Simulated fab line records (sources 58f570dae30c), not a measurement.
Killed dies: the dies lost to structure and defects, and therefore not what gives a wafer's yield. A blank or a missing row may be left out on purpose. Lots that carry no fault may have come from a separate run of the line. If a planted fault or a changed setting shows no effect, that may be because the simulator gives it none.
The tool behind it: which one?    flow berkeley-cmos170    7 lots, 21 wafers sampled, at 2 steps of a route of 331

WHAT THE GAUGES SHOWED, per wafer
UCB170_ACTIVE_CD_MEAS_90 targets a cd of 1200 nm.
lot   measured     on         cd-nm (nm)
L529  day 4 21:57  cd-sem-02  1201.7 1201.4 1202.6
L531  day 5 12:14  cd-sem-02  1199.3 1199.1 1200.7
L533  day 5 17:55  cd-sem-01  1199.0 1200.2 1198.1
L535  day 6 03:25  cd-sem-01  1199.0 1199.3 1200.1
L541  day 7 00:30  cd-sem-02  1202.0 1198.9 1202.0
L547  day 8 11:56  cd-sem-01  1201.1 1201.2 1201.1
L550  day 9 09:47  cd-sem-01  1198.7 1198.8 1198.6

TOOL THAT RAN EACH LOT (tool first, then ch and the chambers of the sampled wafers, then the start)
lot   UCB170_PWELL_ETCH_14
L529  rie-diel-03 ch 0,2,3, day 3 13:40
L531  rie-diel-03 ch 0,1,2, day 4 03:37
L533  rie-diel-03 ch 0,1, day 4 12:23
L535  rie-diel-03 ch 1,2,3, day 5 00:32
L541  rie-diel-03 ch 0,2, day 5 19:27
L547  rie-diel-01 ch 0,1, day 7 02:36
L550  rie-diel-01 ch 1,2,3, day 8 02:59
- UCB170_PWELL_ETCH_14: etches Si3N4 in CH3F/Ar/O2, stops on SiO2, target depth 242 nm, time 151 s.

THE ANSWER, worked out from the rows above alone
Rule: what is usual is taken from the lots themselves. Put in order of their means at a reading, lots are off if they are a third of the lots or fewer, leave a main group of 4 or more, and stand apart from it by a gap of 3 or more times the standard deviation of the main group's means; of several such gaps the widest counts. If all means in a main group match to the digits the tables above print for the reading, that group is not used. A lot without any number at a reading at which 4 lots or more have one is off too. Where the step has rows for the other lots, those lots are counted as sound.
None of the lots is off at any reading shown; this tells nothing.

WHAT THE SIMULATOR HAD INSERTED
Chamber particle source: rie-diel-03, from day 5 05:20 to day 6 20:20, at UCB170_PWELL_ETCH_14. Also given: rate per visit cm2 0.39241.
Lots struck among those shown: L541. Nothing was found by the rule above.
